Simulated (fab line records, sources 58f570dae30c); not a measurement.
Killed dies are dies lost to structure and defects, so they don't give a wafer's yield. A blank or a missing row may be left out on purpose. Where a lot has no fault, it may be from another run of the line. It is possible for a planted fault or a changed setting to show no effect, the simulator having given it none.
8D (eight disciplines) problem report, filled in by code    flow berkeleyCmos170    the parts of the form that need people (team, actions taken, sign-off) are left out

## 1. THE ISSUE
At UCB170_BACKSIDE_STRIP_03, stripTimeToEndpointS averages 43.99 s over 6 wafers from 2 lots, while fault-free wafers read 21.99 s, standard deviation 0.07. So: +99 or more standard deviations from the usual mean.
The step: strips in O2.
Earliest sighting: wafer L516.3 on plasmaAsher-02 at day 10 05:38. The record holds 42 wafers of 14 lots with a number at this step. Rule for "out" (also "out of limits"): further than 4 standard deviations from the usual mean. All remaining wafers that have a number are taken as sound.

## 2. WHAT IT IS AND WHAT IT IS NOT
question                     is                                  is not
which readings at this step  stripTimeToEndpointS, oesProductAu  drypumpMotorCurrentA
which lots                   L516, L518                          L501, L503, L506, L507, L508, L509, L510, L511, L512, L513, L523, L524
which wafers of those lots   all that have a number              -
read on which tools          plasmaAsher-02                      plasmaAsher-01, plasmaAsher-04
when                         from day 10 05:38                   up to then (30 sound wafers); but 6 sound wafers of L523, L524 came after

## 3. SUSPECTS, AND WHAT RULES EACH OUT
Counting: a tool at a process step up to the reading stays a suspect if it ran every lot that is out and no sound lot after the first of them.
- plasmaAsher-04 at UCB170_GATE_STRIP_16 (strips in O2): kept. It processed each lot that is out, first L516 at day 9 13:19, and no sound lot thereafter; up to then, the last sound lot it processed was L511 at day 8 11:56.
- plasmaAsher-02 at UCB170_BACKSIDE_STRIP_03 (strips in O2): kept. It processed each lot that is out, first L516 at day 10 05:38, and no sound lot thereafter; up to then, the last sound lot it processed was L511 at day 9 02:29. Out on those wafers are its own readings of oesProductAu, stripTimeToEndpointS.
What counting leaves: plasmaAsher-04 at UCB170_GATE_STRIP_16 and plasmaAsher-02 at UCB170_BACKSIDE_STRIP_03.

## 4. THE CAUSE (what the simulator had put in)
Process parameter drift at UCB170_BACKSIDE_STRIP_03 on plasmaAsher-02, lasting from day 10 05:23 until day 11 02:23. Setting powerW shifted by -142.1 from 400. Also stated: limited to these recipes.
This tool is one of the 2 suspects left after counting.

## 5. THE CHAIN OF EFFECTS, in route order
Each row: a reading whose mean over the struck wafers that have a number lies more than 3 standard deviations from the usual. Only readings whose record carries a usual standard deviation are examined. hours: median over the lots of the time between each lot's start at the first step of this table that gives one and its start at this step. sigmas: the change, counted in usual standard deviations.
hours  step                      reading               usual       on struck wafers  change  sigmas
0      UCB170_BACKSIDE_STRIP_03  oesProductAu          0.735 a.u.  0.020             -0.715  -99 or more
0      UCB170_BACKSIDE_STRIP_03  stripTimeToEndpointS  21.99 s     43.99             +22.00  +99 or more
It contains these process steps:
- UCB170_BACKSIDE_STRIP_03: strips in O2.

## 6. HOW IT WOULD HAVE BEEN CAUGHT EARLIER
The fault began at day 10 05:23; the first out-of-limits reading in this record came at day 10 05:38, 0 hours later.
